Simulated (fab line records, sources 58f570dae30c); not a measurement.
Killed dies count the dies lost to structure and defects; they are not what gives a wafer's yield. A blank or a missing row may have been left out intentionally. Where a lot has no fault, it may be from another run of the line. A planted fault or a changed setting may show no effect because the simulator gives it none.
Which tool was responsible? | flow berkeleyCmos170 | 7 lots, 21 wafers sampled, at 2 steps of a route of 331

## WHAT THE GAUGES SHOWED, per wafer
UCB170_V1_THK_MEAS_04.
lot  | measured     | on           | V1_POLISHED_THK (nm)
L945 | day 7 12:23  | filmMetro-01 | 1001.7 999.4 1001.2
L950 | day 8 03:59  | filmMetro-03 | 1001.0 1001.0 1000.3
L953 | day 8 23:41  | filmMetro-01 | 1000.4 1001.8 1000.6
L954 | day 9 16:10  | filmMetro-01 | 998.7 997.0 998.4
L957 | day 9 21:46  | filmMetro-03 | 1001.6 1001.0 1002.4
L958 | day 10 09:13 | filmMetro-02 | 999.6 1000.0 999.4
L968 | day 12 06:31 | filmMetro-01 | 1000.2 1000.9 999.6

## WHICH TOOL RAN EACH LOT (tool, then ch and the chambers of the sampled wafers, then the start)
lot  | UCB170_M1_ETCH_11
L945 | rieDiel-02 ch 0,1,2, day 7 08:00
L950 | rieDiel-03 ch 1,3, day 7 22:02
L953 | rieDiel-01 ch 1,2,3, day 8 18:31
L954 | rieDiel-01 ch 1,2,3, day 9 12:22
L957 | rieDiel-01 ch 0,2,3, day 9 18:05
L958 | rieDiel-03 ch 0,1, day 10 05:46
L968 | rieDiel-01 ch 0,1, day 12 02:29
- UCB170_M1_ETCH_11: etches BARC in N2/H2.

## THE ANSWER, worked out from the rows above alone
Rule: the usual values come from the lots themselves. Put in order of their means at a reading, lots are off if they are a third of the lots or fewer, leave a main group of 4 or more, and stand apart from it by a gap of 3 or more times the standard deviation of the main group's means; of several such gaps the widest counts. A main group is skipped when, at the precision printed for the reading in the tables above, its means are all equal. Also off: a lot with no number at a reading for which 4 or more lots have one. Any other lot the step has rows for is counted as sound.
No lot is off on any of the readings shown, so nothing can be concluded from this.

## WHAT THE SIMULATOR HAD PUT IN
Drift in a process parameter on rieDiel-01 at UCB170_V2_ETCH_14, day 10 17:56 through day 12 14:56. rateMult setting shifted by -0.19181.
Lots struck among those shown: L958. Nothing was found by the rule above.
